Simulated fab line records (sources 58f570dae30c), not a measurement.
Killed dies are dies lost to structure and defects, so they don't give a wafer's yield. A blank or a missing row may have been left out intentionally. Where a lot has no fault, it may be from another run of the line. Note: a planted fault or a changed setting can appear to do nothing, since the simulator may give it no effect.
fab line records	flow berkeley_cmos170
record: lots: 6	wafers: 18	last_day: 13
route steps=331 shown CONTACT@221
lots with no fault: from the same line, run without faults
start_h: the number of hours between the record's first day and the start of the first shown wafer of the lot	wait_h: time in hours since the lot's previous step	" same as the row above	L1.1+2: one row covering several wafers at once	- no value, or no start was given	* or withheld: withheld	< > ~ a bound
route shown NAME@n: names a module that has steps shown in the file, with the first one's number in the route	usual: average and standard deviation across the fault-free wafers	same: alike in all rows	chamber/n: place in a boat	sites: per-site readings	_std_site: standard deviation across them	_edge_site: outer sites' mean less inner sites'	radius_mm: how far each site lies from the wafer's centre	mask NAME#n: copy n	behind: tool/chamber where the wafer was last shaped	hold: why the lot was held/for how many hours/how that ended	device: whichever transistor did not switch (one of n, p or np)	end of line: tests of these same wafers at the route's end	a step with no rows: only its recipe	killed: the dies lost at the first sort to structure and to defects; this is not the yield of the wafer	map: the dies of a wafer, with x for killed, . for not killed, _ for no die there
set.NAME: setting as actually run; set.NAME@STEP: the setting as run at that earlier step	model.NAME: the simulator's own value behind a step, which no gauge read
certain route steps with their lots: each step a table, each wafer a row
services: the hour from which a tool's chamber was out of use, counted from the record's first day as start_h (under 0 if before that day), plus the number of hours and why
== steps ==
step: UCB170_CONTACT_SOFTBAKE_05
recipe: resist: KrF	temp_c: 130	time_s: 60
step: UCB170_CONTACT_STRIP_06
recipe: chemistry: O2	power_w: 400	pressure_mtorr: 3500	platen_temp_c: withheld	o2_flow_sccm: 400	overash_fraction: 0.5
usual: drypump_motor_current_A: 5.7/0.35	oes_product_au: 0.734/0.0041	strip_time_to_endpoint_s: 21.98/0.05
lot.wafer	tool	chamber	start_h	wait_h	drypump_motor_current_A	oes_product_au	rf_hours_counter_h	strip_time_to_endpoint_s
L586.2	plasma_asher-04	0	177.92	0.1	5.9	0.740	38	21.99
L586.3	"	1	"	"	5.0	0.734	-	21.95
L586.6	"	0	"	"	5.9	0.737	-	21.97
L590.3	plasma_asher-04	0	205.66	0.1	5.9	0.741	-	21.92
L590.4	"	1	"	"	5.0	0.737	-	21.92
L590.5	"	1	"	"	5.1	0.731	-	22.01
L593.2	plasma_asher-04	1	221.61	0.1	5.0	0.735	43	21.98
L593.3	"	0	"	"	5.9	0.729	-	21.96
L593.6	"	1	"	"	5.0	0.729	-	22.02
L597.2	plasma_asher-04	0	229.99	0.1	5.9	0.738	43	21.96
L597.5	"	1	"	"	5.0	0.730	-	22.01
L597.6	"	0	"	"	5.9	0.739	-	22.01
L602.2	plasma_asher-04	0	273.49	0.1	5.9	0.738	48	21.93
L602.3	"	0	"	"	5.9	0.734	-	21.95
L602.6	"	0	"	"	5.9	0.735	-	22.02
L606.1	plasma_asher-01	0	284.49	0.1	5.6	0.737	60	22.05
L606.4	"	1	"	"	5.8	0.738	-	22.00
L606.5	"	1	"	"	5.9	0.738	-	22.05
step: UCB170_CONTACT_CLEAN_07
recipe: chemistry: SPM	temp_c: 120	time_s: 600
step: UCB170_CONTACT_RTA_08
recipe: temp_c: 900	time_s: 10	ambient: N2
usual: lamp_power_pct: 25.7/0.49	wafer_temp_C_max: 904.0/0.88
lot.wafer	tool	chamber	start_h	wait_h	lamp_power_pct	wafer_temp_C_max
L586.2	rtp_anneal-02	0	178.30	0.0	25.2	904.3
L586.3	"	0	"	"	25.2	903.4
L586.6	"	0	"	"	25.2	903.8
L590.3	rtp_anneal-01	0	205.94	0.0	26.2	902.6
L590.4	"	0	"	"	26.2	903.2
L590.5	"	0	"	"	26.2	904.1
L593.2	rtp_anneal-02	0	221.89	0.0	25.2	904.1
L593.3	"	0	"	"	25.2	904.2
L593.6	"	0	"	"	25.2	903.1
L597.2	rtp_anneal-01	0	230.29	0.0	26.2	905.0
L597.5	"	0	"	"	26.2	903.1
L597.6	"	0	"	"	26.2	902.9
L602.2	rtp_anneal-01	0	274.54	0.0	26.2	904.0
L602.3	"	0	"	"	26.2	906.2
L602.6	"	0	"	"	26.2	904.0
L606.1	rtp_anneal-01	0	284.78	0.0	26.2	903.6
L606.4	"	0	"	"	26.2	903.8
L606.5	"	0	"	"	26.2	902.6
step: UCB170_CONTACT_COAT_09
recipe: resist: BARC	temp_c: withheld	time_s: withheld	spin_rpm: 3000	resist_thk_nm: withheld
step: UCB170_CONTACT_COAT_10
recipe: resist: KrF	spin_rpm: 1500	resist_thk_nm: 900
step: UCB170_CONTACT_SOFTBAKE_11
recipe: resist: KrF	temp_c: 130	time_s: 60
step: UCB170_CONTACT_EXPOSE_12
recipe: mask_id: CONT	target_cd_nm: 700	na: 0.5	sigma_outer: 0.6	source_shape: conventional	dose_mj: 35
step: UCB170_CONTACT_PEB_13
recipe: peb_temp_c: 130	peb_time_s: withheld	resist: KrF
step: UCB170_CONTACT_DEVELOP_14
recipe: developer: TMAH	develop_time_s: 45	resist: KrF	dev_temp_c: 21
step: UCB170_CONTACT_CD_MEAS_15
recipe: target_cd_nm: 700
usual: cd_nm: 699.4/1.2
lot.wafer	tool	chamber	start_h	wait_h	cd_nm
L586.2	cd_sem-01	-	179.95	-	698.3
L586.3	"	-	"	"	698.3
L586.6	"	-	"	"	698.8
L590.3	cd_sem-01	-	207.51	-	698.1
L590.4	"	-	"	"	697.9
L590.5	"	-	"	"	697.5
L593.2	cd_sem-02	-	223.63	-	697.7
L593.3	"	-	"	"	699.0
L593.6	"	-	"	"	698.8
L597.2	cd_sem-01	-	231.39	-	701.6
L597.5	"	-	"	"	700.1
L597.6	"	-	"	"	701.9
L602.2	cd_sem-02	-	275.87	-	698.9
L602.3	"	-	"	"	697.1
L602.6	"	-	"	"	698.0
L606.1	cd_sem-02	-	285.76	-	699.9
L606.4	"	-	"	"	699.8
L606.5	"	-	"	"	698.8
step: UCB170_CONTACT_OVL_MEAS_16
usual: CONTACT_OVL: -1/5.9
lot.wafer	tool	chamber	start_h	wait_h	CONTACT_OVL[nm]
L586.2	overlay-01	-	180.06	0.1	1
L586.3	"	-	"	"	-6
L586.6	"	-	"	"	5
L590.3	overlay-02	-	207.60	0.1	3
L590.4	"	-	"	"	5
L590.5	"	-	"	"	3
L593.2	overlay-01	-	223.74	0.1	2
L593.3	"	-	"	"	3
L593.6	"	-	"	"	6
L597.2	overlay-01	-	231.49	0.1	-4
L597.5	"	-	"	"	0
L597.6	"	-	"	"	-8
L602.2	overlay-02	-	275.98	0.1	-5
L602.3	"	-	"	"	-6
L602.6	"	-	"	"	-1
L606.1	overlay-01	-	285.88	0.1	-5
L606.4	"	-	"	"	-4
L606.5	"	-	"	"	-6
step: UCB170_CONTACT_ETCH_17
recipe: chemistry: N2/H2	target_depth_a: withheld	overetch_a: withheld	target: BARC	time_s: withheld	source_w: 500	bias_w: 100	pressure_mtorr: 30	n2_flow_sccm: 100	h2_flow_sccm: 200
usual: drypump_motor_current_A: 5.75/0.23	oes_product_au: 0.99/0.035	rf_fwd_power_W: 495.0/2	throttle_valve_pct: 13.27/0.14
lot.wafer	tool	chamber	start_h	wait_h	drypump_motor_current_A	oes_product_au	rf_fwd_power_W	throttle_valve_pct
L586.2	rie_diel-04	2	180.09	0.0	5.76	1.01	493.4	13.19
L586.3	"	0	"	"	5.73	1.04	493.9	13.19
L586.6	"	2	"	"	5.78	1.02	493.7	13.17
L590.3	rie_diel-01	1	207.62	0.0	6.00	1.00	493.7	13.20
L590.4	"	2	"	"	6.00	0.99	496.5	13.39
L590.5	"	2	"	"	6.02	0.98	495.2	13.38
L593.2	rie_diel-04	1	223.77	0.0	5.58	1.04	495.5	13.46
L593.3	"	0	"	"	5.73	0.94	413.5	13.18
L593.6	"	2	"	"	5.77	1.01	494.7	13.19
L597.2	rie_diel-04	0	231.52	0.0	5.73	0.94	417.1	13.19
L597.5	"	0	"	"	5.70	0.94	416.6	13.20
L597.6	"	3	"	"	5.49	1.00	492.9	13.41
L602.2	rie_diel-01	2	276.01	0.0	6.03	0.99	493.1	13.39
L602.3	"	1	"	"	5.98	1.03	492.1	13.21
L602.6	"	0	"	"	5.35	0.97	493.4	13.18
L606.1	rie_diel-03	2	285.92	0.0	6.13	1.02	496.1	13.12
L606.4	"	0	"	"	5.72	0.98	497.4	13.30
L606.5	"	2	"	"	6.15	1.02	495.9	13.11
step: UCB170_CONTACT_ETCH_18
recipe: chemistry: CHF3/CF4/Ar	target: PSG	stop_on: TiSi2	CHF3_flow_sccm: 45	cf4_flow_sccm: 15	Ar_flow_sccm: 150	pressure_mtorr: 200	rf_w: 700	target_depth_a: 8400	over_etch_frac: 0.2	time_s: 195
usual: drypump_motor_current_A: 5.75/0.23	oes_product_au: 0.881/0.016	rf_fwd_power_W: 697.8/2.1	throttle_valve_pct: 6.88/0.12
lot.wafer	tool	chamber	start_h	wait_h	drypump_motor_current_A	oes_product_au	rf_fwd_power_W	rf_hours_counter_h	throttle_valve_pct
L586.2	rie_diel-04	2	-	-	5.76	0.895	696.0	91	6.92
L586.3	"	0	"	"	5.76	0.909	698.1	13	6.76
L586.6	"	2	"	"	5.77	0.897	695.5	-	6.94
L590.3	rie_diel-01	1	-	-	6.02	0.876	700.8	110	6.75
L590.4	"	2	"	"	6.04	0.885	699.5	80	6.89
L590.5	"	2	"	"	6.04	0.876	697.6	-	6.88
L593.2	rie_diel-04	1	-	-	5.57	0.891	698.2	2	7.08
L593.3	"	0	"	"	5.72	0.910	699.1	16	6.76
L593.6	"	2	"	"	5.76	0.898	697.4	-	6.92
L597.2	rie_diel-04	0	-	-	5.77	0.897	698.7	16	6.75
L597.5	"	0	"	"	5.74	0.896	698.7	-	6.77
L597.6	"	3	"	"	5.45	0.880	700.4	-	6.92
L602.2	rie_diel-01	2	-	-	6.01	0.886	697.8	84	6.87
L602.3	"	1	"	"	5.98	0.868	698.8	115	6.76
L602.6	"	0	"	"	5.33	0.879	698.7	-	6.79
L606.1	rie_diel-03	2	-	-	6.12	0.878	699.5	103	6.81
L606.4	"	0	"	"	5.73	0.865	699.0	-	7.05
L606.5	"	2	"	"	6.13	0.866	697.5	-	6.79
== services ==
tool	chamber	start_h	hours	kind
plasma_asher-01	-	163.75	0.8	repair
rie_diel-01	3	165.84	4.1	repair
plasma_asher-04	-	168.24	6.5	repair
rie_diel-03	3	169.00	4.3	repair
plasma_asher-01	-	169.57	2.2	repair
rie_diel-04	1	175.09	-	clean
rie_diel-04	1	175.09	19.4	scheduled_down
rie_diel-04	1	175.09	19.4	vent_cycle
rie_diel-03	0	195.64	1.5	repair
plasma_asher-04	-	221.93	5.0	repair
rie_diel-01	0	222.67	13.2	repair
rie_diel-04	2	230.42	2.7	repair
rie_diel-03	1	240.11	23.5	repair
rie_diel-01	3	259.51	-	clean
rie_diel-01	3	259.51	23.7	scheduled_down
rie_diel-01	3	259.51	23.7	vent_cycle
plasma_asher-04	-	281.01	2.0	repair
rie_diel-04	2	281.16	21.5	repair
rie_diel-03	1	281.82	-	clean
rie_diel-03	1	281.82	14.6	scheduled_down
rie_diel-03	1	281.82	14.6	vent_cycle
== key ==
first_sign: step: UCB170_CONTACT_ETCH_17	reading: rf_fwd_power_W	direction: down	sigmas: 40	usual: 495.0	struck: 415.8
effect none on later readings
met_at UCB170_CONTACT_ETCH_17
struck_wafers L593.3,L597.2,L597.5
sort_left_out L597.2,L597.5
tester_left_out L593,L597
onset_between 180.09 223.77
fault: kind: process_parameter_drift	tool: rie_diel-04	chamber: 0	onset_h: 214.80	steps: UCB170_CONTACT_ETCH_17	channel: source_w	offset: -80	shape: step	end_h: 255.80	acts_in: these_recipes_only	stated: 500
tester_left_out: of these lots the tester's yield and bins aren't shown, on N5 and GAA mostly nor the transistor test; their killed dies are dies lost to structure and defects alone, not to doping, threshold or leakage, so they don't give the yield
sort_left_out: the simulated sort isn't trusted on such a fault, so these wafers' sort isn't shown, and their yield isn't known
